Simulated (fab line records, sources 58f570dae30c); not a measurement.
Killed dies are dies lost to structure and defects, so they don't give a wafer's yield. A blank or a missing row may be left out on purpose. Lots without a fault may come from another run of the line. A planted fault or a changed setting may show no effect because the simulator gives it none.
Chamber matching | flow berkeley_cmos170 | UCB170_V2_CVD_00 on pecvd-03: 3 sister chambers
The step deposits SiO2 from TEOS/O2, target thk 2000 nm, time 250 s. 14 wafers are shown with their chamber, then 7 later ones without.

WAFERS WITH THEIR CHAMBER
wafer  | chamber | heater_power_w (W)
L926.1 | 1       | 244
L926.4 | 2       | 151
L926.6 | 0       | 234
L930.1 | 2       | 171
L930.4 | 1       | 162
L930.5 | 0       | 228
L933.2 | 2       | 203
L933.5 | 0       | 233
L933.6 | 1       | 159
L935.1 | 0       | 332
L935.3 | 1       | 225
L935.6 | 2       | 152
L936.2 | 0       | 315
L936.4 | 0       | 235

SIGNATURES (means of the wafers above)
reading        | chamber 0 | chamber 1 | chamber 2 | scatter within a chamber
heater_power_w | 262.83    | 197.50    | 169.25    | 41.2
Rule: a wafer's distance from a chamber is the root of the sum, over the readings, of the square of ((its reading less the chamber's mean) divided by the reading's scatter). The wafer belongs to the nearest chamber; if the next one is less than 2 further off, it can't be placed. The scatter: the root of (the sum of the squares of (reading less its chamber's mean) over the shown wafers, divided by (wafers less chambers)).

WAFERS WITHOUT THEIR CHAMBER
wafer  | heater_power_w (W)
L936.6 | 149
L938.1 | 222
L938.5 | 317
L938.6 | 148
L941.1 | 226
L941.5 | 148
L941.6 | 327

WHICH CHAMBER EACH WENT THROUGH
wafer  | from the rows above          | in truth
L936.6 | can't be placed: 2 or 1      | 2
L938.1 | can't be placed: 1 or 0 or 2 | 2
L938.5 | can't be placed: 0 or 1      | 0
L938.6 | can't be placed: 2 or 1      | 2
L941.1 | can't be placed: 1 or 0 or 2 | 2
L941.5 | can't be placed: 2 or 1      | 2
L941.6 | can't be placed: 0 or 1      | 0
Placed correctly: 0 of 7. Can't be placed from these rows: 7 (the true chamber is among the candidates in 7). Placed wrongly: 0.
